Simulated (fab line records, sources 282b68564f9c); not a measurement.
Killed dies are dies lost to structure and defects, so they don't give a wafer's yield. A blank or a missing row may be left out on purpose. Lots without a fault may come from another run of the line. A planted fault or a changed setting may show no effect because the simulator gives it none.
A struck lot beside a sound one | flow rit_cmos | 16 steps out of a route of 202
Sound: wafers L804.1, L804.4, L804.6. Struck: wafer L807.6. (L807.4, L807.5 of the same lot were not struck and are left out.) The cause comes at the end.
At each step with rows: each side's tool, then ch and its chambers, then its first start. Under that, the readings that differ: sound wafers | struck wafers | difference of the means | sigmas: that difference in standard deviations of wafers without a fault.
alike: readings whose means differ by less than 2 such deviations, and words and numbers that are the same on both sides. not compared: withheld readings, readings that some wafer has no value for, bounds like >300 that may hide the same value, and numbers for which the record gives no deviation and whose values overlap.
The two part at a step that has a row with sigmas, a row that says differs or no value, or rows on one side only. Numbers that don't overlap but have no deviation are shown without sigmas and don't part them. A reading that every wafer of one side lacks parts them only if that side has two wafers or more.

first, 1 step without rows for these wafers: RIT_PSD_IMPLANT_08.
RIT_PSD_STRIP_09: strips in O2, time 180 s.
  sound on plasma_asher-02 ch 0,1, day 3 17:16; struck on plasma_asher-04 ch 0, day 4 09:19
  alike: drypump_motor_current_A
  not compared: rf_hours_counter_h
RIT_PSD_TW_MEAS_10:
  sound on film_metro-04, day 3 17:26; struck on film_metro-02, day 4 09:27
  alike: PSD_TW
then, 3 steps without rows for these wafers: RIT_SDANNEAL_CLEAN_00 (cleans in SC1, time 600 s); RIT_SDANNEAL_CLEAN_01 (cleans in dHF, time 30 s); RIT_SDANNEAL_CLEAN_02 (cleans in SC2, time 600 s).
RIT_SDANNEAL_RTA_03: time 5 s.
  sound on rtp_anneal-02 ch 0, day 3 17:53; struck on rtp_anneal-01 ch 0, day 4 09:53
  alike: wafer_temp_C_max
RIT_SDANNEAL_RS_MEAS_04: measures by four-point-probe.
  sound on film_metro-02, day 3 17:56; struck on film_metro-04, day 4 09:58
  alike: PSD_RS
RIT_SDANNEAL_RS_MEAS_05: measures by four-point-probe.
  sound on film_metro-02, day 3 18:04; struck on film_metro-04, day 4 10:05
  alike: NSD_RS
RIT_SDANNEAL_RS_MEAS_06: measures by four-point-probe.
  sound on film_metro-02, day 3 18:11; struck on film_metro-04, day 4 10:13
  alike: PLDD_RS
RIT_SDANNEAL_RS_MEAS_07: measures by four-point-probe.
  sound on film_metro-02, day 3 18:18; struck on film_metro-04, day 4 10:20
  alike: NLDD_RS
then, 1 step without rows for these wafers: RIT_SILICIDE_WET_ETCH_00 (etches SiO2 in BOE, target depth 14 nm, time 15 s).
RIT_SILICIDE_SPUTTER_01: material Ti, target thk 30 nm, time 240 s.
  sound on pvd_sputter-03, day 3 18:26; struck on pvd_sputter-04, day 4 10:28
  reading                                     | sound                | struck | difference | sigmas
  chamber_pressure_pa (Pa)                    | 0.6677 0.6663 0.6669 | 0.6036 | -0.0634    | -49
  throttle_valve_pct (%)                      | 29.5 29.7 29.6       | 33.3   | +3.7       | +3
  model.Ti_of_SILICIDE_SPUTTER_01.thk_nm (nm) | 29 29.18 29.01       | 29.65  | +0.59      |
RIT_SILICIDE_RS_MEAS_02: measures by four-point-probe.
  sound on film_metro-02, day 3 18:35; struck on film_metro-02, day 4 10:37
  reading                 | sound          | struck | difference | sigmas
  SILICIDE_TI_RS (ohm/sq) | 49.9 49.4 49.8 | 40.2   | -9.5       | -17
RIT_SILICIDE_THK_MEAS_03: measures by xrf.
  sound on film_metro-02, day 3 18:42; struck on film_metro-02, day 4 10:42
  alike: SILICIDE_TI_THK
RIT_M1_PROBE_99:
  sound on prober-01, day 4 01:19; struck on prober-02, day 4 17:38
  reading                           | sound             | struck | difference | sigmas
  model.etest.npoly_line.rs_ohm_sq  | 17.46 17.38 17.41 | 17.2   | -0.2       |
  model.etest.ppoly_line.rs_ohm_sq  | 16.88 16.76 16.88 | 16.64  | -0.20      |
  model.etest.npoly_sal.rs_ohm_sq   | 4.435 4.435 4.465 | 4.357  | -0.088     |
  model.etest.ppoly_sal.rs_ohm_sq   | 4.419 4.416 4.43  | 4.35   | -0.07      |
  model.etest.pplus_sal.rs_ohm_sq   | 4.409 4.419 4.407 | 4.369  | -0.043     |
  model.etest.nplus_sal.rs_ohm_sq   | 4.412 4.379 4.411 | 4.326  | -0.075     |
  model.etest.pplus_sal.line_ohm_um | 1.29 1.266 1.274  | 1.252  | -0.025     |
  model.etest.nplus_sal.line_ohm_um | 1.285 1.275 1.268 | 1.245  | -0.031     |
  alike: killed_at_contacts, killed_at_front_end, killed_dies, killed_open, killed_short

WHERE THEY PART
First at RIT_SILICIDE_SPUTTER_01; last, within this record, at RIT_SILICIDE_RS_MEAS_02. Later steps at which nothing parts them and some readings are alike: RIT_SILICIDE_THK_MEAS_03, RIT_M1_PROBE_99.

WHY: what the simulator had put in
Process parameter drift: pvd_sputter-04, from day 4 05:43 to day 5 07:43, at RIT_SILICIDE_SPUTTER_01. Setting chamber_pressure_pa, moved by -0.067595, from 0.667. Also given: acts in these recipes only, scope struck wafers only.
